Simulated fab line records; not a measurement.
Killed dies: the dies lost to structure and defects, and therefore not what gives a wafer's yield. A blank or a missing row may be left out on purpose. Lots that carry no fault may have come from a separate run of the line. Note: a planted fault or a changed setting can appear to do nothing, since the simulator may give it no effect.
fab line records | flow berkeley-cmos170
record lots=6 | wafers=18 | last-day=11
route steps=331 shown ACTIVE@60
lots untouched by any fault: they come from a run of this same line in which no faults occurred
start-h: hours from the record's opening day to when the first of the lot's shown wafers began | wait-h: hours since the lot's step before | " same as the row above | L1.1+2: a single row standing in for several wafers | - no value, or no start given | * or withheld: withheld | < > ~ a bound
route shown NAME@n: names a module that has steps shown in the file, with the first one's number in the route | usual: mean/standard deviation of fault-free wafers | same: alike in all rows | chamber/n: place in a boat | sites: each site's reading | _std_site: the values' standard deviation | _edge_site: mean of outer sites minus mean of inner sites | radius-mm: how far each site lies from the wafer's centre | mask NAME#n: copy n | behind: the tool/chamber that last shaped the wafer | hold: the reason the lot was held/the length of the hold in hours/how it ended | device: names the non-switching transistor (n, p or np) | end of line: tests of these same wafers at the route's end | where a step has no rows: the recipe by itself | killed: dies lost to structure and defects at the first sort, not the wafer's yield | map: per-die view of a wafer (x killed, . not killed, _ where there is no die)
set.NAME: the run value of the setting; set.NAME@STEP: its run value at that earlier step | model.NAME: the simulator's own value behind a step, which no gauge read
lots at some steps of the route; a table a step, a row a wafer
## steps
# step UCB170_ACTIVE_CLEAN_00
# recipe chemistry=SPM | temp-c=120 | time-s=600
# step UCB170_ACTIVE_CLEAN_01
# recipe chemistry=dHF | dilution=25:1 | time-s=60
# step UCB170_ACTIVE_OXIDATION_02
# recipe temp-c=1000 | ambient=O2 | target-thk-a=264 | ox-time-s=1260
# step UCB170_ACTIVE_THK_MEAS_03
# recipe reads=SiO2_of_ACTIVE_OXIDATION_02
# usual ACTIVE_OXIDE_THK=26.1/0.55
lot.wafer | tool          | chamber | start-h | wait-h | ACTIVE_OXIDE_THK[nm]
L684.3    | film-metro-01 | -       | 78.59   | 0.0    | 26.8
L684.4    | "             | -       | "       | "      | 26.7
L684.5    | "             | -       | "       | "      | 26.7
L688.1    | film-metro-03 | -       | 99.54   | 0.0    | 26.8
L688.2    | "             | -       | "       | "      | 27.0
L688.4    | "             | -       | "       | "      | 27.2
L698.2    | film-metro-02 | -       | 151.33  | 0.0    | 25.9
L698.3    | "             | -       | "       | "      | 25.4
L698.4    | "             | -       | "       | "      | 26.0
L699.2    | film-metro-03 | -       | 151.33  | 0.0    | 26.2
L699.4    | "             | -       | "       | "      | 26.1
L699.5    | "             | -       | "       | "      | 26.3
L700.3    | film-metro-01 | -       | 157.45  | 0.0    | 25.7
L700.4    | "             | -       | "       | "      | 26.1
L700.5    | "             | -       | "       | "      | 26.1
L704.1    | film-metro-01 | -       | 173.21  | 0.0    | 26.0
L704.2    | "             | -       | "       | "      | 25.4
L704.4    | "             | -       | "       | "      | 25.6
# step UCB170_ACTIVE_ANNEAL_04
# recipe temp-c=1000 | time-s=900 | ambient=N2
# step UCB170_ACTIVE_CVD_05
# recipe material=Si3N4 | target-thk-nm=220 | temp-c=800 | precursor=SiH2Cl2/NH3 | time-s=3300 | pressure-mtorr=200 | sih2cl2-flow-sccm=25 | nh3-flow-sccm=75
# step UCB170_ACTIVE_THK_MEAS_06
# recipe reads=Si3N4_of_ACTIVE_CVD_05
# usual ACTIVE_NITRIDE_THK=219.4/2.3
lot.wafer | tool          | chamber | start-h | wait-h | ACTIVE_NITRIDE_THK[nm]
L684.3    | film-metro-01 | -       | 83.11   | 0.0    | 222.5
L684.4    | "             | -       | "       | "      | 221.2
L684.5    | "             | -       | "       | "      | 222.5
L688.1    | film-metro-01 | -       | 104.95  | 0.0    | 216.8
L688.2    | "             | -       | "       | "      | 218.8
L688.4    | "             | -       | "       | "      | 218.6
L698.2    | film-metro-03 | -       | 159.40  | 0.0    | 219.8
L698.3    | "             | -       | "       | "      | 218.2
L698.4    | "             | -       | "       | "      | 217.7
L699.2    | film-metro-02 | -       | 159.40  | 0.0    | 216.3
L699.4    | "             | -       | "       | "      | 216.2
L699.5    | "             | -       | "       | "      | 215.7
L700.3    | film-metro-03 | -       | 167.30  | 0.0    | 220.6
L700.4    | "             | -       | "       | "      | 220.6
L700.5    | "             | -       | "       | "      | 219.5
L704.1    | film-metro-01 | -       | 178.93  | 0.0    | 219.4
L704.2    | "             | -       | "       | "      | 220.1
L704.4    | "             | -       | "       | "      | 218.7
# step UCB170_ACTIVE_HMDS_07
# recipe prime-time-s=60 | prime-temp-c=100
# step UCB170_ACTIVE_COAT_08
# recipe resist=KrF | spin-rpm=1500 | resist-thk-nm=900
# step UCB170_ACTIVE_SOFTBAKE_09
# recipe resist=KrF | temp-c=130 | time-s=60
# step UCB170_ACTIVE_EXPOSE_10
# recipe mask-id=ACTIVE | target-cd-nm=1200 | na=0.5 | sigma-outer=0.6 | source-shape=conventional | dose-mj=20
# step UCB170_ACTIVE_PEB_11
# recipe peb-temp-c=130 | peb-time-s=withheld | resist=KrF
# step UCB170_ACTIVE_DEVELOP_12
# recipe developer=TMAH | develop-time-s=45 | resist=KrF | dev-temp-c=21
# usual chill-plate-temp-C=22.98/0.11 | develop-time-s=45/0
lot.wafer | tool           | chamber | start-h | wait-h | chill-plate-temp-C | develop-time-s | model.KrF_of_ACTIVE_COAT_08.thk-nm
L684.3    | litho-track-04 | 0       | 84      | -      | 22.91              | 45             | 888.2
L684.4    | "              | 0       | "       | "      | 22.92              | 45             | 884.4
L684.5    | "              | 0       | "       | "      | 22.79              | 45             | 884.1
L688.1    | litho-track-02 | 0       | 106     | -      | 22.98              | 45             | 886.5
L688.2    | "              | 0       | "       | "      | 23.06              | 45             | 886.3
L688.4    | "              | 0       | "       | "      | 23.00              | 45             | 885.7
L698.2    | litho-track-02 | -       | 160     | -      | -                  | -              | 905.2
L698.3    | "              | -       | "       | "      | -                  | -              | 900.6
L698.4    | "              | -       | "       | "      | -                  | -              | 903.6
L699.2    | litho-track-02 | -       | 161     | -      | -                  | -              | 897.3
L699.4    | "              | -       | "       | "      | -                  | -              | 898
L699.5    | "              | -       | "       | "      | -                  | -              | 897.3
L700.3    | litho-track-03 | 0       | 168     | -      | 23.29              | 45             | 890.8
L700.4    | "              | 0       | "       | "      | 23.05              | 45             | 891.6
L700.5    | "              | 0       | "       | "      | 23.27              | 45             | 891.5
L704.1    | litho-track-04 | 0       | 179     | -      | 23.18              | 45             | 888.6
L704.2    | "              | 0       | "       | "      | 23.04              | 45             | 885.7
L704.4    | "              | 0       | "       | "      | 22.80              | 45             | 890.3
# step UCB170_ACTIVE_CD_MEAS_13
# recipe target-cd-nm=1200
# usual cd-nm=1200.7/1.6
lot.wafer | tool      | chamber | start-h | wait-h | cd-nm
L684.3    | cd-sem-01 | -       | 84.60   | -      | 1203.4
L684.4    | "         | -       | "       | "      | 1204.6
L684.5    | "         | -       | "       | "      | 1203.3
L688.1    | cd-sem-01 | -       | 106.43  | -      | 1201.4
L688.2    | "         | -       | "       | "      | 1201.3
L688.4    | "         | -       | "       | "      | 1200.1
L698.2    | cd-sem-02 | -       | 160.87  | -      | -
L698.3    | "         | -       | "       | "      | -
L698.4    | "         | -       | "       | "      | -
L699.2    | cd-sem-01 | -       | 161.15  | -      | -
L699.4    | "         | -       | "       | "      | -
L699.5    | "         | -       | "       | "      | -
L700.3    | cd-sem-02 | -       | 168.22  | -      | 1202.2
L700.4    | "         | -       | "       | "      | 1201.6
L700.5    | "         | -       | "       | "      | 1202.2
L704.1    | cd-sem-02 | -       | 179.96  | -      | 1201.2
L704.2    | "         | -       | "       | "      | 1200.7
L704.4    | "         | -       | "       | "      | 1200.3
## key
first-sign step=UCB170_ACTIVE_DEVELOP_12 | reading=tool-record | direction=missing
effect none on later readings
model-effect step=UCB170_ACTIVE_DEVELOP_12 | value=KrF_of_ACTIVE_COAT_08.thk-nm | without=886.1 | struck=900.4
met-at UCB170_ACTIVE_DEVELOP_12
struck-wafers L698.2,L698.3,L698.4,L699.2,L699.4,L699.5
later-rows-left-out L698.2,L698.3,L698.4,L699.2,L699.4,L699.5
sort-left-out L698.2,L698.3,L698.4,L699.2,L699.4,L699.5
tester-left-out L698,L699
onset-between 106 160
fault kind=skipped-step-whole | tool=litho-track-02 | chamber=- | onset-h=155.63 | steps=UCB170_ACTIVE_DEVELOP_12 | scope=struck-lots-only
# tester-left-out: of these lots the tester's yield and bins aren't shown, on N5 and GAA mostly nor the transistor test; their killed dies are dies lost to structure and defects alone, not to doping, threshold or leakage, so they don't give the yield
# sort-left-out: the simulated sort isn't trusted on such a fault, so these wafers' sort isn't shown, and their yield isn't known
# later-rows-left-out: the simulator's readings of these wafers behind a module that went badly wrong aren't trusted and aren't shown, but for the sort
